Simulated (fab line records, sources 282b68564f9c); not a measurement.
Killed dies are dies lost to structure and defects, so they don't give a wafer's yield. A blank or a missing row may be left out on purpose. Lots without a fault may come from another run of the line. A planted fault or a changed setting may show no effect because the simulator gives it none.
Which tool did it? | flow rit_cmos | 14 lots, 42 wafers sampled, at 3 steps of a route of 202

WHAT THE GAUGES READ, wafer by wafer
RIT_NSD_OVL_MEAS_06. Usual: NSD_OVL -0.2 nm, standard deviation 1.3.
lot  | measured    | on         | NSD_OVL (nm)   | flag
L965 | day 3 10:19 | overlay-02 | 0.4 0.1 -1.4   |
L966 | day 3 18:18 | overlay-02 | 1.7 1.0 0.8    |
L968 | day 4 07:14 | overlay-01 | 2.5 1.5 0.1    |
L969 | day 4 09:13 | overlay-01 | 0.1 0.9 -0.7   |
L971 | day 4 17:23 | overlay-01 | -2.8 -0.1 -2.1 |
L973 | day 5 06:04 | overlay-02 | - - -          | OFF
L974 | day 5 11:22 | overlay-02 | - - -          | OFF
L979 | day 6 07:40 | overlay-02 | -1.8 -0.9 -2.1 |
L980 | day 6 13:19 | overlay-02 | -2.8 -1.7 -2.3 |
L982 | day 7 03:17 | overlay-01 | 1.6 1.5 2.3    |
L983 | day 7 08:40 | overlay-01 | 0.2 0.9 -0.3   |
L984 | day 7 09:59 | overlay-02 | 0.0 0.7 -0.5   |
L985 | day 7 15:28 | overlay-01 | -0.1 1.1 0.5   |
L986 | day 7 23:56 | overlay-01 | -0.2 0.2 0.4   |

RIT_PSD_TW_MEAS_10. Usual: PSD_TW 3437, standard deviation 24.
lot  | measured    | on            | PSD_TW         | flag
L965 | day 3 12:23 | film_metro-03 | 3452 3465 3455 |
L966 | day 3 20:14 | film_metro-03 | 3435 3457 3457 |
L968 | day 4 09:25 | film_metro-04 | 3429 3435 3439 |
L969 | day 4 11:08 | film_metro-03 | 3429 3415 3433 |
L971 | day 4 19:26 | film_metro-03 | 3464 3445 3455 |
L973 | day 5 08:08 | film_metro-04 | 3654 3631 3634 | OFF
L974 | day 5 13:18 | film_metro-03 | 3669 3659 3673 | OFF
L979 | day 6 09:43 | film_metro-02 | 3392 3415 3396 |
L980 | day 6 15:16 | film_metro-04 | 3478 3463 3471 |
L982 | day 7 05:20 | film_metro-02 | 3398 3407 3424 |
L983 | day 7 10:37 | film_metro-03 | 3429 3446 3419 |
L984 | day 7 11:59 | film_metro-03 | 3441 3442 3456 |
L985 | day 7 17:32 | film_metro-02 | 3403 3421 3420 |
L986 | day 8 02:01 | film_metro-02 | 3426 3431 3409 |

WHICH TOOL RAN EACH LOT (tool, then ch and the chambers of the sampled wafers, then the start)
lot  | RIT_NSD_COAT_01
L965 | litho_track-02 ch 0, day 3 09:38
L966 | litho_track-04 ch 0, day 3 17:31
L968 | litho_track-02 ch 0, day 4 06:25
L969 | litho_track-04 ch 0, day 4 08:31
L971 | litho_track-01 ch 0, day 4 16:35
L973 | litho_track-02, day 5 05:15
L974 | litho_track-02, day 5 10:32
L979 | litho_track-02 ch 0, day 6 07:00
L980 | litho_track-02 ch 0, day 6 12:30
L982 | litho_track-01 ch 0, day 7 02:29
L983 | litho_track-04 ch 0, day 7 07:50
L984 | litho_track-01 ch 0, day 7 09:10
L985 | litho_track-04 ch 0, day 7 14:40
L986 | litho_track-02 ch 0, day 7 23:13
- RIT_NSD_COAT_01: resist thk 1000 nm.

WHAT THE TOOLS THEMSELVES READ (means of the sampled wafers that have a number; where no wafer has one, the mark that the record gives instead)
RIT_NSD_COAT_01. Usual: chill_plate_temp_C 23.00 C, standard deviation 0.1; dispense_pressure_kPa 46.0 kPa, standard deviation 2.4.
lot  | tool           | chill_plate_temp_C (C) | dispense_pressure_kPa (kPa) | flag
L965 | litho_track-02 | 22.91                  | 48.0                        |
L966 | litho_track-04 | 23.06                  | 47.4                        |
L968 | litho_track-02 | 22.80                  | 48.0                        |
L969 | litho_track-04 | 22.99                  | 47.3                        |
L971 | litho_track-01 | 22.89                  | 42.7                        |
L973 | litho_track-02 | -                      | -                           | OFF
L974 | litho_track-02 | -                      | -                           | OFF
L979 | litho_track-02 | 23.13                  | 48.0                        |
L980 | litho_track-02 | 22.89                  | 48.0                        |
L982 | litho_track-01 | 23.01                  | 42.7                        |
L983 | litho_track-04 | 22.88                  | 47.3                        |
L984 | litho_track-01 | 23.03                  | 42.7                        |
L985 | litho_track-04 | 23.07                  | 47.3                        |
L986 | litho_track-02 | 23.07                  | 48.0                        |

THE ANSWER, worked out from the rows above alone
Rule: a lot is off if the mean of its wafers that have a number lies more than 3 standard deviations from the usual mean. A lot without any number at a reading at which 4 lots or more have one is off too. The other lots that the step has rows for count as sound. The gauges are gone through in route order, then the tools' own readings, and for those a lot's mean is taken as printed above. The first step at which some lot is off is used, and at that step the reading that is off furthest; a lot without a number counts as furthest.
Off: L973, L974, at RIT_NSD_OVL_MEAS_06 (NSD_OVL). Without a number there: L973, L974.
A tool fits if, at a process step before that reading, it ran every lot that is off, and no sound lot after the first of them. The gauges at RIT_NSD_OVL_MEAS_06 aren't tried: what is off there is off at RIT_PSD_TW_MEAS_10 too, on other tools, and a gauge's error can't cause that. None of those tried fits.

WHAT THE SIMULATOR HAD PUT IN
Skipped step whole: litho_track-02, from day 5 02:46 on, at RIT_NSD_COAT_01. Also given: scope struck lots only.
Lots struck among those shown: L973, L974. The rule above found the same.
